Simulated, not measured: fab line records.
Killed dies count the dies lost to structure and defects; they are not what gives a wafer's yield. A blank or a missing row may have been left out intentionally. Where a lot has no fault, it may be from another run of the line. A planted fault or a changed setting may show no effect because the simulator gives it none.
Which of the tools did it? | flow berkeley cmos170 | 6 lots, 18 wafers sampled, at 4 steps of a route of 331

WHAT THE GAUGES SHOWED, per wafer
UCB170_V2_CD_MEAS_12: the cd target is 700 nm.
lot  | measured     | on        | cd nm (nm)
L316 | day 7 16:27  | cd sem-01 | 699.7 700.4 699.5
L318 | day 8 16:33  | cd sem-02 | 702.0 702.6 701.3
L324 | day 10 09:20 | cd sem-02 | 689.1 688.3 688.4
L329 | day 10 15:10 | cd sem-02 | 700.8 700.6 700.8
L332 | day 11 12:11 | cd sem-01 | 700.1 700.4 700.6
L337 | day 12 01:38 | cd sem-01 | 701.1 702.4 701.0

EACH LOT AND THE TOOL THAT RAN IT (in order: tool; ch and the chambers of the sampled wafers; start)
lot  | UCB170_M2_SPUTTER_01         | UCB170_M2_STRIP_19                   | UCB170_V2_SOFTBAKE_08
L316 | pvd sputter-03, day 7 11:31  | plasma asher-02 ch 0,1, day 7 14:08  | litho track-01 ch 0, day 7 15:47
L318 | pvd sputter-02, day 8 11:22  | plasma asher-03 ch 0,1, day 8 14:23  | litho track-01 ch 0, day 8 16:01
L324 | pvd sputter-02, day 10 02:44 | plasma asher-02 ch 0,1, day 10 06:17 | litho track-01 ch 0, day 10 08:13
L329 | pvd sputter-04, day 10 06:28 | plasma asher-02 ch 0, day 10 10:20   | litho track-03 ch 0, day 10 13:49
L332 | pvd sputter-04, day 11 07:38 | plasma asher-03 ch 0, day 11 10:14   | litho track-02 ch 0, day 11 11:39
L337 | pvd sputter-03, day 11 18:21 | plasma asher-02 ch 0, day 11 23:08   | litho track-03 ch 0, day 12 00:58
- UCB170_M2_SPUTTER_01: material Al, target thk 900 nm, time 120 s.
- UCB170_M2_STRIP_19: strips in O2.
- UCB170_V2_SOFTBAKE_08: time 60 s.

THE ANSWER, worked out from the rows above alone
Rule: usual is defined by the lots themselves. Put in order of their means at a reading, lots are off if they are a third of the lots or fewer, leave a main group of 4 or more, and stand apart from it by a gap of 3 or more times the standard deviation of the main group's means; of several such gaps the widest counts. A main group whose means are all the same, to the digits that the tables above print for the reading, isn't used. Also off: a lot with no number at a reading for which 4 or more lots have one. All remaining lots with rows at the step are treated as sound.
Off, at UCB170_V2_CD_MEAS_12 on cd nm: L324. Main group: mean 700.9 nm, sd 0.76.
If a tool, at a process step before that reading, ran all the lots that are off and no sound lot after the first of them, it fits. Those tools and the gauges at UCB170_V2_CD_MEAS_12 are tried in the same way. This does not decide it: 2 tools fit, namely pvd sputter-02 at UCB170_M2_SPUTTER_01 and litho track-01 at UCB170_V2_SOFTBAKE_08.

WHAT THE SIMULATOR HAD INSERTED
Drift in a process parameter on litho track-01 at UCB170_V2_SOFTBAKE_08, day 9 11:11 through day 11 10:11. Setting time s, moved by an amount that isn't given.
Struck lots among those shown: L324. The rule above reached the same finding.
